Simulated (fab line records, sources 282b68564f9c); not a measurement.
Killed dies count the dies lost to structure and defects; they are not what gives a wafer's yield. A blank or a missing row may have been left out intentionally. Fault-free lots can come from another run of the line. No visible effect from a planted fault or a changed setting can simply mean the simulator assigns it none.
A struck lot beside a sound one :: flow rit_cmos :: 27 out of 202 route steps
Sound: these wafers, L909.3, L909.4, L909.6. Struck: wafers L913.1, L913.4, L913.5. The cause is named last.
Each step with rows lists, per side, the tool, then ch with its chambers, then its first start. Under that, the readings that differ: sound wafers :: struck wafers :: difference of the means :: sigmas: that difference in standard deviations of wafers without a fault.
alike: readings with means less than 2 such deviations apart, plus words and numbers identical on both sides. not compared: withheld readings, readings lacking a value on some wafer, bounds such as >300 that could conceal the same value, and numbers that have no deviation in the record and whose values overlap.
A row with sigmas, a row that says differs or no value, or rows on one side alone: a step with any of these is where the two part. Numbers that don't overlap but have no deviation are shown without sigmas and don't part them. A reading missing from all wafers of one side parts the sides only when that side holds two or more wafers.

RIT_ACTIVE_BOW_MEAS_00:
  struck on film_metro-02, day 2 11:00; sound on film_metro-01, day 1 15:02
  alike: INCOMING_BOW
then, 1 step without rows for these wafers: RIT_ACTIVE_OXIDATION_01 (target thk 46.8 nm, ox time 3360 s).
RIT_ACTIVE_THK_MEAS_02:
  struck on film_metro-01, day 2 13:18; sound on film_metro-02, day 1 17:16
  alike: ACTIVE_OXIDE_THK
RIT_ACTIVE_CVD_03: deposits Si3N4 from SiH2Cl2/NH3, target thk 150 nm, time 1500 s.
  sound on lpcvd-02 ch 1, day 1 19:22; struck on lpcvd-01 ch 0, day 2 13:35
reading: model.Si3N4_of_ACTIVE_CVD_03.thk_nm (nm)
sound: 148.3 147.1 147.3
struck: 133.7 134 133.4
difference: -13.9
sigmas: 
RIT_ACTIVE_THK_MEAS_04:
  struck on film_metro-02, day 2 15:43; sound on film_metro-01, day 1 20:49
reading: ACTIVE_NITRIDE_THK (nm)
sound: 148.3 147.0 147.3
struck: 133.8 134.0 133.5
difference: -13.8
sigmas: -10
then, 6 steps without rows for these wafers: RIT_ACTIVE_HMDS_05 (prime time 60 s); RIT_ACTIVE_COAT_06 (resist thk 1000 nm); RIT_ACTIVE_SOFTBAKE_07 (time 60 s); RIT_ACTIVE_EXPOSE_08 (exposes mask M1, target cd 1400 nm); RIT_ACTIVE_PEB_09; RIT_ACTIVE_DEVELOP_10 (develop time 49.27 s).
RIT_ACTIVE_CD_MEAS_11: the cd target is 1400 nm.
  struck on cd_sem-02, day 2 16:37; sound on cd_sem-02, day 1 21:52
  alike: cd_nm
then, 1 step without rows for these wafers: RIT_ACTIVE_HARDBAKE_12 (time 60 s).
RIT_ACTIVE_ETCH_13: etches Si3N4 in SF6, stops on SiO2, time 210 s, target depth 210 nm.
  sound on rie_diel-01 ch 1,3, day 1 22:05; struck on rie_diel-03 ch 0,2,3, day 2 16:53
reading: oes_product_au (a.u.)
sound: 0.836 0.819 0.804
struck: 0.764 0.767 0.812
difference: -0.039
sigmas: -2

reading: model.etch.depth_nm (nm)
sound: 148.3 147.1 147.3
struck: 133.7 134 133.4
difference: -13.9
sigmas: 

reading: model.ACTIVE.feature_depth_nm (nm)
sound: 148.3 147.1 147.3
struck: 133.7 134 133.4
difference: -13.9
sigmas: 
  alike: drypump_motor_current_A, throttle_valve_pct
  not compared: rf_hours_counter_h
RIT_ACTIVE_STRIP_14: strips in O2, time 180 s.
  sound on plasma_asher-04 ch 0,1, day 1 22:17; struck on plasma_asher-01 ch 0,1, day 2 17:02
  alike: drypump_motor_current_A
  not compared: rf_hours_counter_h
RIT_ACTIVE_CD_MEAS_90: the cd target is 1400 nm.
  struck on cd_sem-02, day 2 17:17; sound on cd_sem-01, day 1 22:26
  alike: cd_nm
then, 4 steps without rows for these wafers: RIT_ACTIVE_CLEAN_15 (cleans in SC1, time 600 s); RIT_ACTIVE_CLEAN_16 (cleans in dHF, time 30 s); RIT_ACTIVE_CLEAN_17 (cleans in SC2, time 600 s); RIT_FOX1_OXIDATION_00 (target thk 350.7 nm, ox time 1130 s).
RIT_FOX1_THK_MEAS_01:
  struck on film_metro-01, day 2 20:05; sound on film_metro-03, day 2 00:13
  alike: FOX1_OXIDE_THK
then, 2 steps without rows for these wafers: RIT_FOX1_WET_ETCH_02 (etches SiO2 in BOE, target depth 350 nm, time 390 s); RIT_FOX2_OXIDATION_00 (target thk 350.7 nm, ox time 1130 s).
RIT_FOX2_THK_MEAS_01:
  struck on film_metro-02, day 2 21:35; sound on film_metro-01, day 2 01:43
  alike: FOX2_OXIDE_THK
RIT_FOX2_CLEAN_02: cleans in dHF, time 180 s.
  sound on wet_bench-01 ch 2, day 2 01:45; struck on wet_bench-04 ch 1, day 2 21:38
reading: model.Si3N4_of_ACTIVE_CVD_03.thk_nm (nm)
sound: 129 127.8 128
struck: 114.5 114.8 114.2
difference: -13.8
sigmas: 
then, 1 step without rows for these wafers: RIT_FOX2_WET_ETCH_03 (etches Si3N4 in H3PO4, target depth 195 nm, time 2700 s).
RIT_M1_PROBE_99:
  struck on prober-01, day 4 12:18; sound on prober-01, day 3 15:52
reading: killed_at_M0_to_M3
sound: 0 0 0
struck: 0 0 1
difference: +0
sigmas: +2
  alike: killed_at_contacts, killed_at_front_end, killed_dies, killed_on_rim, killed_open, killed_short
  not compared: model.etest.nldd.width_nm

## WHERE THEY PART
At RIT_ACTIVE_THK_MEAS_04 first; at RIT_M1_PROBE_99 last (within this record only).

WHY: what the simulator had put in
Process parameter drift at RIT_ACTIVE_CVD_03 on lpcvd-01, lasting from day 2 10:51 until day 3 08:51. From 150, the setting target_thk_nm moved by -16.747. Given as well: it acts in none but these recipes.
